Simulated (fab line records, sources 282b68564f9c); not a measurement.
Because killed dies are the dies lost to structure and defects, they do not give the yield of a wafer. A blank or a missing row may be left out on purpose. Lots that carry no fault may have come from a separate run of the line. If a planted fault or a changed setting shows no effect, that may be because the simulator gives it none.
Lot-split experiment || flow rit_cmos || route with 202 steps; 5 lots, 23 wafers read

THE SPLIT
At RIT_GATE_COAT_11 (resist thk 850 nm), the setting resist_thk_nm was moved away from the recipe's 850 nm on 8 of the 23 wafers read, by -4.8% to +2.2%. This setting was run at the recipe's value on the other wafers.

FROM THE SPLIT TO THE READING: what the file shows between them, 5 steps
- RIT_GATE_EXPOSE_13: exposes mask M6, target cd 150 nm (also split here: dose_mj)
- RIT_GATE_PEB_14
- RIT_GATE_DEVELOP_15: develop time 50 s
- RIT_GATE_CD_MEAS_16: target cd 150 nm
- RIT_GATE_HARDBAKE_18: time 60 s

THE READING
NOVOLAK_of_GATE_COAT_11.thk_nm (the simulator's own value, which no gauge read), in nm, at RIT_GATE_ETCH_19 (etches poly-Si in SF6/CHF3/O2, stops on SiO2, time 165 s, target depth 312.5 nm). The file gives no usual value for it. Here, 15 wafers ran the recipe; their average is 673.0 nm with a standard deviation of 2.1 nm.

{"wafer": "L074.2", "tool, chamber at the split": "litho_track-03, 0", "resist_thk_nm as run, nm": 824.6, "against the recipe": "-3.0%", "NOVOLAK_of_GATE_COAT_11.thk_nm, nm": 648.5, "against lot-mates on the recipe": -22.5}
{"wafer": "L074.3", "tool, chamber at the split": "litho_track-03, 0", "resist_thk_nm as run, nm": 850, "against the recipe": "recipe", "NOVOLAK_of_GATE_COAT_11.thk_nm, nm": 669.1, "against lot-mates on the recipe": "-"}
{"wafer": "L074.4", "tool, chamber at the split": "litho_track-03, 0", "resist_thk_nm as run, nm": 824.6, "against the recipe": "-3.0%", "NOVOLAK_of_GATE_COAT_11.thk_nm, nm": 648, "against lot-mates on the recipe": -23.0}
{"wafer": "L074.5", "tool, chamber at the split": "litho_track-03, 0", "resist_thk_nm as run, nm": 850, "against the recipe": "recipe", "NOVOLAK_of_GATE_COAT_11.thk_nm, nm": 670.8, "against lot-mates on the recipe": "-"}
{"wafer": "L074.6", "tool, chamber at the split": "litho_track-03, 0", "resist_thk_nm as run, nm": 850, "against the recipe": "recipe", "NOVOLAK_of_GATE_COAT_11.thk_nm, nm": 673.2, "against lot-mates on the recipe": "-"}
{"wafer": "L079.1", "tool, chamber at the split": "litho_track-03, 0", "resist_thk_nm as run, nm": 850, "against the recipe": "recipe", "NOVOLAK_of_GATE_COAT_11.thk_nm, nm": 670, "against lot-mates on the recipe": "-"}
{"wafer": "L079.2", "tool, chamber at the split": "litho_track-03, 0", "resist_thk_nm as run, nm": 850, "against the recipe": "recipe", "NOVOLAK_of_GATE_COAT_11.thk_nm, nm": 675.6, "against lot-mates on the recipe": "-"}
{"wafer": "L079.3", "tool, chamber at the split": "litho_track-03, 0", "resist_thk_nm as run, nm": 868.9, "against the recipe": "+2.2%", "NOVOLAK_of_GATE_COAT_11.thk_nm, nm": 688, "against lot-mates on the recipe": "+15.8"}
{"wafer": "L079.4", "tool, chamber at the split": "litho_track-03, 0", "resist_thk_nm as run, nm": 850, "against the recipe": "recipe", "NOVOLAK_of_GATE_COAT_11.thk_nm, nm": 671.1, "against lot-mates on the recipe": "-"}
{"wafer": "L079.6", "tool, chamber at the split": "litho_track-03, 0", "resist_thk_nm as run, nm": 868.9, "against the recipe": "+2.2%", "NOVOLAK_of_GATE_COAT_11.thk_nm, nm": 687.8, "against lot-mates on the recipe": "+15.6"}
{"wafer": "L081.1", "tool, chamber at the split": "litho_track-04, 0", "resist_thk_nm as run, nm": 850, "against the recipe": "recipe", "NOVOLAK_of_GATE_COAT_11.thk_nm, nm": 674.8, "against lot-mates on the recipe": "-"}
{"wafer": "L081.2", "tool, chamber at the split": "litho_track-04, 0", "resist_thk_nm as run, nm": 850, "against the recipe": "recipe", "NOVOLAK_of_GATE_COAT_11.thk_nm, nm": 673.8, "against lot-mates on the recipe": "-"}
{"wafer": "L081.3", "tool, chamber at the split": "litho_track-04, 0", "resist_thk_nm as run, nm": 815.3, "against the recipe": "-4.1%", "NOVOLAK_of_GATE_COAT_11.thk_nm, nm": 643.2, "against lot-mates on the recipe": -30.9}
{"wafer": "L081.4", "tool, chamber at the split": "litho_track-04, 0", "resist_thk_nm as run, nm": 850, "against the recipe": "recipe", "NOVOLAK_of_GATE_COAT_11.thk_nm, nm": 673.8, "against lot-mates on the recipe": "-"}
{"wafer": "L081.5", "tool, chamber at the split": "litho_track-04, 0", "resist_thk_nm as run, nm": 815.3, "against the recipe": "-4.1%", "NOVOLAK_of_GATE_COAT_11.thk_nm, nm": 642.6, "against lot-mates on the recipe": -31.5}
{"wafer": "L082.2", "tool, chamber at the split": "litho_track-02, 0", "resist_thk_nm as run, nm": 850, "against the recipe": "recipe", "NOVOLAK_of_GATE_COAT_11.thk_nm, nm": 675.2, "against lot-mates on the recipe": "-"}
{"wafer": "L082.3", "tool, chamber at the split": "litho_track-02, 0", "resist_thk_nm as run, nm": 850, "against the recipe": "recipe", "NOVOLAK_of_GATE_COAT_11.thk_nm, nm": 675.3, "against lot-mates on the recipe": "-"}
{"wafer": "L082.4", "tool, chamber at the split": "litho_track-02, 0", "resist_thk_nm as run, nm": 850, "against the recipe": "recipe", "NOVOLAK_of_GATE_COAT_11.thk_nm, nm": 675.4, "against lot-mates on the recipe": "-"}
{"wafer": "L084.1", "tool, chamber at the split": "litho_track-04, 0", "resist_thk_nm as run, nm": 809.2, "against the recipe": "-4.8%", "NOVOLAK_of_GATE_COAT_11.thk_nm, nm": 636.1, "against lot-mates on the recipe": -36.0}
{"wafer": "L084.2", "tool, chamber at the split": "litho_track-04, 0", "resist_thk_nm as run, nm": 850, "against the recipe": "recipe", "NOVOLAK_of_GATE_COAT_11.thk_nm, nm": 672.4, "against lot-mates on the recipe": "-"}
{"wafer": "L084.4", "tool, chamber at the split": "litho_track-04, 0", "resist_thk_nm as run, nm": 850, "against the recipe": "recipe", "NOVOLAK_of_GATE_COAT_11.thk_nm, nm": 672.8, "against lot-mates on the recipe": "-"}
{"wafer": "L084.5", "tool, chamber at the split": "litho_track-04, 0", "resist_thk_nm as run, nm": 809.2, "against the recipe": "-4.8%", "NOVOLAK_of_GATE_COAT_11.thk_nm, nm": 634.6, "against lot-mates on the recipe": -37.5}
{"wafer": "L084.6", "tool, chamber at the split": "litho_track-04, 0", "resist_thk_nm as run, nm": 850, "against the recipe": "recipe", "NOVOLAK_of_GATE_COAT_11.thk_nm, nm": 671, "against lot-mates on the recipe": "-"}

FIT RESULTS
A straight line over all 23 wafers: NOVOLAK_of_GATE_COAT_11.thk_nm changes by +7.59 nm for each +1% of resist_thk_nm; r = +0.99; the points scatter about the line by 2 nm.
The same after taking each lot's own level away (the mean of its wafers on the recipe; 23 wafers): +7.56 nm for each +1%; r = +1.00; scatter 1.2 nm.
On that fit, the largest move of resist_thk_nm shifts the reading by 36 nm.
The lots' own levels span 671.03 to 675.30 nm, that is 2.1 times the standard deviation above.
Hence the lot-to-lot level has little effect on the slope; both slopes agree.
Check: with one of the wafers moved furthest among these (-4.8%) left out of the fit, the line predicts -36.6 nm for it against its lot-mates. It came out at -36 nm against them.

THE OTHER SPLITS THESE WAFERS WENT THROUGH
Note: prior to the reading, these wafers also went through further splits. Each is held against what the fit with the lots' levels taken away leaves over:
{"other split on the same wafers": "RIT_ACTIVE_DEVELOP_10 develop_time_s", "wafers away from the commonest value": 8, "r with NOVOLAK_of_GATE_COAT_11.thk_nm (lot level and that fit taken away)": "+0.29"}
{"other split on the same wafers": "RIT_ACTIVE_ETCH_13 pressure_mtorr", "wafers away from the commonest value": 10, "r with NOVOLAK_of_GATE_COAT_11.thk_nm (lot level and that fit taken away)": "+0.10"}
{"other split on the same wafers": "RIT_NWELL_SOFTBAKE_02 temp_c", "wafers away from the commonest value": 6, "r with NOVOLAK_of_GATE_COAT_11.thk_nm (lot level and that fit taken away)": -0.22}
{"other split on the same wafers": "RIT_NWELL_IMPLANT_08 dose_cm2", "wafers away from the commonest value": 12, "r with NOVOLAK_of_GATE_COAT_11.thk_nm (lot level and that fit taken away)": "+0.09"}
{"other split on the same wafers": "RIT_PWELL_IMPLANT_08 tilt_deg", "wafers away from the commonest value": 7, "r with NOVOLAK_of_GATE_COAT_11.thk_nm (lot level and that fit taken away)": -0.15}
{"other split on the same wafers": "RIT_GATE_EXPOSE_13 dose_mj", "wafers away from the commonest value": 7, "r with NOVOLAK_of_GATE_COAT_11.thk_nm (lot level and that fit taken away)": -0.14}

THE WHOLE CHAIN: every reading that the file lists as answering this split, in the file's order
{"step": "RIT_GATE_COAT_11", "what it does": "resist thk 850 nm", "reading": "NOVOLAK_of_GATE_COAT_11.thk_nm (the simulator's own value, which no gauge read)", "change (the file's fit)": "+8.35 nm for each +1% of the setting", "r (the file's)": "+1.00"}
{"step": "RIT_GATE_HARDBAKE_18", "what it does": "time 60 s", "reading": "NOVOLAK_of_GATE_COAT_11.thk_nm (the simulator's own value, which no gauge read)", "change (the file's fit)": "+7.32 nm for each +1% of the setting", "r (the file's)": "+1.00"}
{"step": "RIT_GATE_ETCH_19", "what it does": "etches poly-Si in SF6/CHF3/O2, stops on SiO2, time 165 s, target depth 312.5 nm", "reading": "NOVOLAK_of_GATE_COAT_11.thk_nm (the simulator's own value, which no gauge read)", "change (the file's fit)": "+7.59 nm for each +1% of the setting", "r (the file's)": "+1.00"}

FILE'S OWN FIT
NOVOLAK_of_GATE_COAT_11.thk_nm changes by +7.59 nm for each +1% of resist_thk_nm, r = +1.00.
